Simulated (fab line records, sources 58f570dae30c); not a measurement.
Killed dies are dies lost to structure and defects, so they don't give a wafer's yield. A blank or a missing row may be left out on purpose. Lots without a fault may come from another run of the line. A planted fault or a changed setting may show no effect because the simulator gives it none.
Which tool did it? | flow berkeley_cmos170 | 7 lots, 21 wafers sampled, at 1 step of a route of 331

WHAT THE GAUGES READ, wafer by wafer
UCB170_SDANNEAL_RS_MEAS_02: measures by four-point-probe.
lot  | measured     | on            | PSD_RS (ohm/sq)
L167 | day 8 04:51  | film_metro-03 | 75.5 75.9 75.7
L168 | day 8 05:04  | film_metro-01 | 75.6 76.1 75.8
L172 | day 8 21:40  | film_metro-03 | 75.6 75.7 75.5
L178 | day 10 09:53 | film_metro-03 | 76.1 76.0 75.9
L181 | day 10 22:14 | film_metro-03 | 75.7 75.9 76.0
L186 | day 11 14:54 | film_metro-03 | 75.5 75.6 75.2
L187 | day 12 10:58 | film_metro-03 | 76.2 76.5 76.5

WHICH TOOL RAN EACH LOT (tool, then ch and the chambers of the sampled wafers, then the start)
The record holds no process step before these readings.

THE ANSWER, worked out from the rows above alone
Rule: what is usual is taken from the lots themselves. Put in order of their means at a reading, lots are off if they are a third of the lots or fewer, leave a main group of 4 or more, and stand apart from it by a gap of 3 or more times the standard deviation of the main group's means; of several such gaps the widest counts. A main group whose means are all the same, to the digits that the tables above print for the reading, isn't used. A lot without any number at a reading at which 4 lots or more have one is off too. The other lots that the step has rows for count as sound.
No lot is off at any reading shown: from this, nothing can be told.

WHAT THE SIMULATOR HAD PUT IN
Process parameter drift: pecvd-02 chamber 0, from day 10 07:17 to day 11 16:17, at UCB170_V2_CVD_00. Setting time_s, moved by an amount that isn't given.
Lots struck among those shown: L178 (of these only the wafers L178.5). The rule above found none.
